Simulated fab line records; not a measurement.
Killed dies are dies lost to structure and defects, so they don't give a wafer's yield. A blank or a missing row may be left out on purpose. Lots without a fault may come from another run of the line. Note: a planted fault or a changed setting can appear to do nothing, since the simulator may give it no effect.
Tool commonality check | flow berkeleyCmos170 | Lots sampled 14, wafers sampled 42

## WHAT PROMPTED THE OPENING
2 of 14 lots carry a flag on the reading V2_TEOS_THK at UCB170_V2_THK_MEAS_01. No-fault wafers: 1996 nm, standard deviation 24.
Rule: a lot gets a flag if all its wafers with a number sit over 4 standard deviations from that mean, or if no wafer of it has a number. The other lots count as sound.

lot  | measured     | on           | V2_TEOS_THK (nm), wafer by wafer | flag
L206 | day 9 09:02  | filmMetro-03 | 2006 2054 2041                   | 
L209 | day 9 09:25  | filmMetro-02 | 2026 2014 2029                   | 
L211 | day 9 09:40  | filmMetro-01 | 1974 1959 1993                   | 
L210 | day 9 09:54  | filmMetro-01 | 1986 1963 2001                   | 
L212 | day 10 05:14 | filmMetro-02 | 2003 2009 2024                   | 
L215 | day 10 05:40 | filmMetro-01 | 1995 1990 1977                   | 
L217 | day 10 15:44 | filmMetro-01 | 1982 2002 2016                   | 
L216 | day 11 00:52 | filmMetro-02 | 2014 2019 2003                   | 
L218 | day 11 08:52 | filmMetro-01 | 1974 1984 2002                   | 
L219 | day 11 09:07 | filmMetro-02 | 1997 2026 2006                   | 
L220 | day 11 10:02 | filmMetro-01 | 1956 1975 1991                   | 
L222 | day 12 00:19 | filmMetro-02 | 2007 2028 2039                   | 
L224 | day 12 14:17 | filmMetro-02 | 1725 1734 1735                   | FLAGGED
L228 | day 12 21:53 | filmMetro-03 | 1695 1742 1720                   | FLAGGED
The numbers of the flagged lots are 1725 nm on average: -271 nm against the usual, or -11 standard deviations.

## WHICH TOOL EACH LOT WENT THROUGH
Before the reading, the record contains 2 process steps out of a 331-step route. In each cell: the tool, then ch and the chambers that the sampled wafers went through, then the start.
lot  | flag    | UCB170_CONTACT_ETCH_17            | UCB170_V2_CVD_00
L206 |         | rieDiel-03 ch 0,2, day 8 16:21    | pecvd-01 ch 0,1, day 9 08:52
L209 |         | rieDiel-01 ch 0,1,3, day 8 15:43  | pecvd-04 ch 0,2, day 9 09:14
L211 |         | rieDiel-01 ch 0,3, day 8 19:42    | pecvd-02 ch 0,1, day 9 09:30
L210 |         | rieDiel-03 ch 0,3, day 8 21:05    | pecvd-04 ch 0,2, day 9 09:45
L212 |         | rieDiel-03 ch 2,3, day 9 17:35    | pecvd-01 ch 1,2, day 10 05:04
L215 |         | rieDiel-02 ch 0,1,3, day 9 18:11  | pecvd-04 ch 0,1,2, day 10 05:31
L217 |         | rieDiel-02 ch 0,1,2, day 10 05:11 | pecvd-01 ch 1,2, day 10 15:34
L216 |         | rieDiel-01 ch 1,2, day 10 12:12   | pecvd-01 ch 0,1,2, day 11 00:41
L218 |         | rieDiel-01 ch 1,2,3, day 10 19:42 | pecvd-02 ch 0,1, day 11 08:42
L219 |         | rieDiel-01 ch 0,1,3, day 10 22:22 | pecvd-01 ch 0,1,2, day 11 08:56
L220 |         | rieDiel-02 ch 0,2,3, day 10 22:39 | pecvd-01 ch 1,2, day 11 09:53
L222 |         | rieDiel-02 ch 0,1,3, day 11 13:12 | pecvd-01 ch 0,2, day 12 00:05
L224 | FLAGGED | rieDiel-01 ch 2,3, day 12 01:40   | pecvd-01 ch 0,1,2, day 12 14:10
L228 | FLAGGED | rieDiel-03 ch 0,1,3, day 12 10:27 | pecvd-01 ch 0,2, day 12 21:43
What the steps here do:
- UCB170_CONTACT_ETCH_17: etches BARC in N2/H2.
- UCB170_V2_CVD_00: deposits SiO2 from TEOS/O2, target thk 2000 nm, time 250 s.
- UCB170_V2_THK_MEAS_01

## FLAGGED AGAINST TOTAL, ONE TOOL AT A TIME (gauges that did the reading follow at the end)
step                   | tool         | lots run | flagged | share of the flagged lots | sound lots run after its first flagged lot
UCB170_CONTACT_ETCH_17 | rieDiel-01   | 6        | 1       | some                      | 0
UCB170_CONTACT_ETCH_17 | rieDiel-02   | 4        | 0       | none                      | -
UCB170_CONTACT_ETCH_17 | rieDiel-03   | 4        | 1       | some                      | 0
UCB170_V2_CVD_00       | pecvd-01     | 9        | 2       | all                       | 0
UCB170_V2_CVD_00       | pecvd-02     | 2        | 0       | none                      | -
UCB170_V2_CVD_00       | pecvd-04     | 3        | 0       | none                      | -
UCB170_V2_THK_MEAS_01  | filmMetro-01 | 6        | 0       | none                      | -
UCB170_V2_THK_MEAS_01  | filmMetro-02 | 6        | 1       | some                      | 0
UCB170_V2_THK_MEAS_01  | filmMetro-03 | 2        | 1       | some                      | 0

## WHAT THE TABLE PERMITS
All flagged lots share 1 row of the table, namely pecvd-01 at UCB170_V2_CVD_00.
- pecvd-01 at UCB170_V2_CVD_00: 2 of its 9 lots flagged. A fault beginning between L222 (day 12 00:05), its last sound lot, and L224 (day 12 14:10), its first flagged one, fits the data. Its own readings (rfFwdPowerW) fall more than 4 standard deviations out on all wafers of the flagged lots.
pecvd-01 at UCB170_V2_CVD_00 is the single tool remaining.

## WHAT THE SIMULATOR PUT IN
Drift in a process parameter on pecvd-01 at UCB170_V2_CVD_00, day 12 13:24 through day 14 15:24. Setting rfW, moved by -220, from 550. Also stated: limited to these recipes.
Shown lots that were struck: L224, L228. Same finding as the rule above.
